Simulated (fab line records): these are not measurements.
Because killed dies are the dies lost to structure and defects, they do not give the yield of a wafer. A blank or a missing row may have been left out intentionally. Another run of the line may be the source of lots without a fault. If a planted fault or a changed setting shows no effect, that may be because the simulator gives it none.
Which tool is to blame? + flow berkeley cmos170 + Sampling: 14 lots, 42 wafers, 4 of 331 route steps

WHAT EACH GAUGE READ, for each wafer
UCB170_PLDD_TW_MEAS_11.
| lot  | measured     | on            | PLDD_TW        |
|------|--------------|---------------|----------------|
| L473 | day 6 15:34  | film metro-04 | 1006 1006 1005 |
| L475 | day 7 05:45  | film metro-02 | 957 964 963    |
| L476 | day 7 20:01  | film metro-04 | 950 948 947    |
| L479 | day 8 04:46  | film metro-01 | 1004 1003 1001 |
| L481 | day 8 22:43  | film metro-02 | 1017 1024 1019 |
| L482 | day 8 23:22  | film metro-01 | 1006 1002 998  |
| L485 | day 9 14:28  | film metro-04 | 997 997 998    |
| L486 | day 9 18:27  | film metro-01 | 1012 1008 1007 |
| L487 | day 9 18:10  | film metro-02 | 1011 1010 1009 |
| L488 | day 10 07:49 | film metro-01 | 1005 1004 1003 |
| L490 | day 10 11:55 | film metro-01 | 1005 1007 1006 |
| L489 | day 10 12:10 | film metro-02 | 1020 1014 1017 |
| L492 | day 10 21:41 | film metro-02 | 1022 1017 1018 |
| L493 | day 10 20:54 | film metro-02 | 1017 1017 1025 |

UCB170_NLDD_OVL_MEAS_07.
| lot  | measured     | on         | NLDD_OVL (nm) |
|------|--------------|------------|---------------|
| L473 | day 6 17:15  | overlay-01 | -1 -8 -13     |
| L475 | day 7 07:47  | overlay-02 | 4 6 1         |
| L476 | day 7 21:20  | overlay-02 | -3 6 2        |
| L479 | day 8 06:14  | overlay-02 | -13 -9 -14    |
| L481 | day 9 01:02  | overlay-02 | -7 0 3        |
| L482 | day 9 02:04  | overlay-02 | -8 -2 1       |
| L485 | day 9 19:11  | overlay-01 | -10 -2 3      |
| L486 | day 9 20:43  | overlay-01 | 0 -4 1        |
| L487 | day 9 20:38  | overlay-02 | 6 12 13       |
| L488 | day 10 09:31 | overlay-01 | -5 -2 -1      |
| L490 | day 10 13:56 | overlay-02 | -3 -1 -5      |
| L489 | day 10 14:47 | overlay-01 | 1 5 -1        |
| L492 | day 10 23:46 | overlay-02 | -9 9 3        |
| L493 | day 10 22:28 | overlay-02 | 0 -3 -5       |

WHICH TOOL RAN EACH LOT (tool, then ch and the chambers of the sampled wafers, then the start)
| lot  | UCB170_NVT_STRIP_08                  | UCB170_PLDD_IMPLANT_08          |
|------|--------------------------------------|---------------------------------|
| L473 | plasma asher-03 ch 0, day 5 20:55    | implanter-03 ch 0, day 6 15:11  |
| L475 | plasma asher-03 ch 0,1, day 6 10:01  | implanter-03 ch 0, day 7 05:21  |
| L476 | plasma asher-02 ch 0,1, day 7 03:10  | implanter-03 ch 0, day 7 19:37  |
| L479 | plasma asher-03 ch 1, day 7 08:16    | implanter-01 ch 0, day 8 04:22  |
| L481 | plasma asher-02 ch 0,1, day 8 02:53  | implanter-02 ch 0, day 8 22:19  |
| L482 | plasma asher-01 ch 0,1, day 8 03:20  | implanter-02 ch 0, day 8 22:59  |
| L485 | plasma asher-03 ch 0,1, day 8 22:58  | implanter-01 ch 0, day 9 14:06  |
| L486 | plasma asher-01 ch 0,1, day 9 04:31  | implanter-01 ch 0, day 9 18:03  |
| L487 | plasma asher-02 ch 0,1, day 9 04:35  | implanter-02 ch 0, day 9 17:46  |
| L488 | plasma asher-01 ch 0,1, day 9 18:19  | implanter-02 ch 0, day 10 07:25 |
| L490 | plasma asher-03 ch 0, day 9 23:50    | implanter-01 ch 0, day 10 11:29 |
| L489 | plasma asher-01 ch 0,1, day 9 23:59  | implanter-02 ch 0, day 10 11:49 |
| L492 | plasma asher-03 ch 0,1, day 10 06:53 | implanter-01 ch 0, day 10 21:17 |
| L493 | plasma asher-03 ch 0,1, day 10 07:10 | implanter-03 ch 0, day 10 20:30 |
- UCB170_NVT_STRIP_08: strips in O2.
- UCB170_PLDD_IMPLANT_08

AS READ BY THE TOOLS THEMSELVES (means over the sampled wafers that have a number; for cases with no such wafer, the mark the record gives instead)
UCB170_NVT_STRIP_08.
| lot  | tool            | drypump motor current A (A) | oes product au (a.u.) | strip time to endpoint s (s) |
|------|-----------------|-----------------------------|-----------------------|------------------------------|
| L473 | plasma asher-03 | 5.6                         | 0.736                 | 21.56                        |
| L475 | plasma asher-03 | 5.8                         | 0.732                 | 21.47                        |
| L476 | plasma asher-02 | 5.8                         | 0.733                 | 21.54                        |
| L479 | plasma asher-03 | 6.3                         | 0.733                 | 21.52                        |
| L481 | plasma asher-02 | 5.8                         | 0.737                 | 21.62                        |
| L482 | plasma asher-01 | 5.8                         | 0.736                 | 21.53                        |
| L485 | plasma asher-03 | 6.1                         | 0.734                 | 21.58                        |
| L486 | plasma asher-01 | 5.8                         | 0.731                 | 21.58                        |
| L487 | plasma asher-02 | 5.8                         | 0.735                 | 21.65                        |
| L488 | plasma asher-01 | 5.8                         | 0.737                 | 21.69                        |
| L490 | plasma asher-03 | 5.6                         | 0.730                 | 21.63                        |
| L489 | plasma asher-01 | 5.8                         | 0.739                 | 21.62                        |
| L492 | plasma asher-03 | 5.8                         | 0.736                 | 21.56                        |
| L493 | plasma asher-03 | 5.8                         | 0.732                 | 21.66                        |

UCB170_PLDD_IMPLANT_08.
| lot  | tool         | beam energy keV | tilt deg (degrees) |
|------|--------------|-----------------|--------------------|
| L473 | implanter-03 | 9.999           | 7.026              |
| L475 | implanter-03 | 9.999           | -0.008             |
| L476 | implanter-03 | 9.996           | 0.013              |
| L479 | implanter-01 | 9.999           | 6.998              |
| L481 | implanter-02 | 9.999           | 6.986              |
| L482 | implanter-02 | 10.002          | 6.987              |
| L485 | implanter-01 | 10.000          | 7.017              |
| L486 | implanter-01 | 9.997           | 6.984              |
| L487 | implanter-02 | 9.999           | 7.001              |
| L488 | implanter-02 | 9.999           | 6.999              |
| L490 | implanter-01 | 10.002          | 6.981              |
| L489 | implanter-02 | 10.000          | 6.991              |
| L492 | implanter-01 | 10.005          | 7.004              |
| L493 | implanter-03 | 9.997           | 7.002              |

THE ANSWER, worked out from the rows above alone
Rule: the lots themselves supply what counts as usual. The widest of any qualifying gaps counts: lots, ordered by their means at a reading, are off when they make up no more than a third of the lots, leave a main group of 4 or more, and stand apart from it by 3 or more times the standard deviation of that group's means. A main group whose means are all the same, to the digits that the tables above print for the reading, isn't used. Also off: a lot with no number at a reading for which 4 or more lots have one. All remaining lots with rows at the step are treated as sound. The gauges are gone through in route order, then the tools' own readings, and for those a lot's mean is taken as printed above. At the first step where some lot is off, the reading lying furthest off is the one used; lots without a number count as furthest.
Off: L475, L476, at UCB170_PLDD_TW_MEAS_11 (PLDD_TW). Mean 1009 and standard deviation 7.5 in the main group.
A tool fits if, at a process step before that reading, it ran every lot that is off, and no sound lot after the first of them. The gauges at UCB170_PLDD_TW_MEAS_11 aren't tried: what is off there is off at UCB170_PLDD_IMPLANT_08 too, on other tools, and a gauge's error can't cause that. Not one of the candidates tried fits.

WHAT WAS PUT IN BY THE SIMULATOR
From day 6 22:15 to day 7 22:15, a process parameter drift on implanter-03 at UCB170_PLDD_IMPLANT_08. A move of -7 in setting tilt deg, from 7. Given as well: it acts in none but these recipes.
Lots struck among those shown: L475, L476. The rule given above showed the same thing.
